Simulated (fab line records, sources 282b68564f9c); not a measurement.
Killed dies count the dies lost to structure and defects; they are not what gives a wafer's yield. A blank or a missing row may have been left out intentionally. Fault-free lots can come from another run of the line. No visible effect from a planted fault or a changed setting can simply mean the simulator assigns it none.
Split-lot experiment    flow rit_cmos    route with 202 steps; 5 lots, 23 wafers read

== ABOUT THE SPLIT ==
At RIT_SILICIDE_SPUTTER_01 (material Ti, target thk 30 nm, time 240 s), the setting time_s was moved away from the recipe's 240 s on 12 of the 23 wafers read, by +5.6% to +9.3%. This setting was run at the recipe's value on the other wafers.

== BETWEEN THE SPLIT AND THE READING: the file shows 1 step in between ==
- RIT_SILICIDE_RS_MEAS_02: measures by four-point-probe

== THE READING ==
SILICIDE_TI_THK, in nm, at RIT_SILICIDE_THK_MEAS_03 (measures by xrf). On this fab line, fault-free wafers typically give 30.0 nm with a standard deviation of 0.37 nm.

wafer   tool, chamber at the split  time_s as run, s  against the recipe  SILICIDE_TI_THK, nm  against lot-mates on the recipe
L074.1  pvd_sputter-01, -           262.3             +9.3%               32.8                 +2.7
L074.2  pvd_sputter-01, -           240               recipe              30.1                 -
L074.3  pvd_sputter-01, -           262.3             +9.3%               33.0                 +2.9
L074.5  pvd_sputter-01, -           240               recipe              30.1                 -
L074.6  pvd_sputter-01, -           262.3             +9.3%               33.2                 +3.1
L076.1  pvd_sputter-04, -           240               recipe              29.8                 -
L076.2  pvd_sputter-04, -           240               recipe              29.8                 -
L076.5  pvd_sputter-04, -           240               recipe              29.5                 -
L078.1  pvd_sputter-04, -           240               recipe              30.0                 -
L078.3  pvd_sputter-04, -           253.4             +5.6%               31.5                 +1.7
L078.4  pvd_sputter-04, -           240               recipe              29.6                 -
L078.5  pvd_sputter-04, -           253.4             +5.6%               31.3                 +1.5
L078.6  pvd_sputter-04, -           253.4             +5.6%               31.5                 +1.7
L080.1  pvd_sputter-04, -           240               recipe              29.8                 -
L080.3  pvd_sputter-04, -           256.5             +6.9%               32.1                 +2.4
L080.4  pvd_sputter-04, -           256.5             +6.9%               31.9                 +2.1
L080.5  pvd_sputter-04, -           256.5             +6.9%               32.1                 +2.4
L080.6  pvd_sputter-04, -           240               recipe              29.7                 -
L082.1  pvd_sputter-01, -           240               recipe              30.0                 -
L082.2  pvd_sputter-01, -           258.3             +7.6%               32.5                 +2.6
L082.4  pvd_sputter-01, -           258.3             +7.6%               32.5                 +2.6
L082.5  pvd_sputter-01, -           258.3             +7.6%               32.5                 +2.6
L082.6  pvd_sputter-01, -           240               recipe              29.9                 -

THE FIT
A straight line over all 23 wafers: SILICIDE_TI_THK changes by +0.333 nm for each +1% of time_s; r = +0.99; the points scatter about the line by 0.2 nm.
The same after taking each lot's own level away (the mean of its wafers on the recipe; 23 wafers): +0.32 nm for each +1%; r = +0.99; scatter 0.14 nm.
That fit puts the effect of the largest move of time_s on the reading at 3 nm.
From 29.70 to 30.10 nm: that is the span of the lots' own levels, equal to 1.1 times the standard deviation above.
So the lot-to-lot level changes the slope little: the two slopes agree.
Check: +3.01 nm against its lot-mates is what the line predicts for one of the wafers moved furthest among these (+9.3%) when that wafer is left out of the fit. Against them it came out at +2.7 nm.

== THESE WAFERS: OTHER SPLITS ==
Note: prior to the reading, these wafers also went through further splits. Each is held against what the fit with the lots' levels taken away leaves over:
other split on the same wafers  wafers away from the commonest value  r with SILICIDE_TI_THK (lot level and that fit taken away)
RIT_SPACER_CLEAN_00 time_s      18                                    -0.14
RIT_SPACER_ETCHBACK_05 time_s   10                                    +0.25
RIT_NSD_SOFTBAKE_02 temp_c      10                                    +0.15

== THE WHOLE CHAIN: every reading that the file lists as answering this split, in the file's order ==
step                      what it does                               reading                                                                            change (the file's fit)                r (the file's)
RIT_SILICIDE_SPUTTER_01   material Ti, target thk 30 nm, time 240 s  Ti_of_SILICIDE_SPUTTER_01.thk_nm (the simulator's own value, which no gauge read)  +0.304 nm for each +1% of the setting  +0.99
RIT_SILICIDE_RS_MEAS_02   measures by four-point-probe               SILICIDE_TI_RS                                                                     -0.575 for each +1% of the setting     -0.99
RIT_SILICIDE_THK_MEAS_03  measures by xrf                            SILICIDE_TI_THK                                                                    +0.318 for each +1% of the setting     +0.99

== THE FILE'S OWN FIT ==
SILICIDE_TI_THK changes by +0.318 nm for each +1% of time_s, r = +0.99.
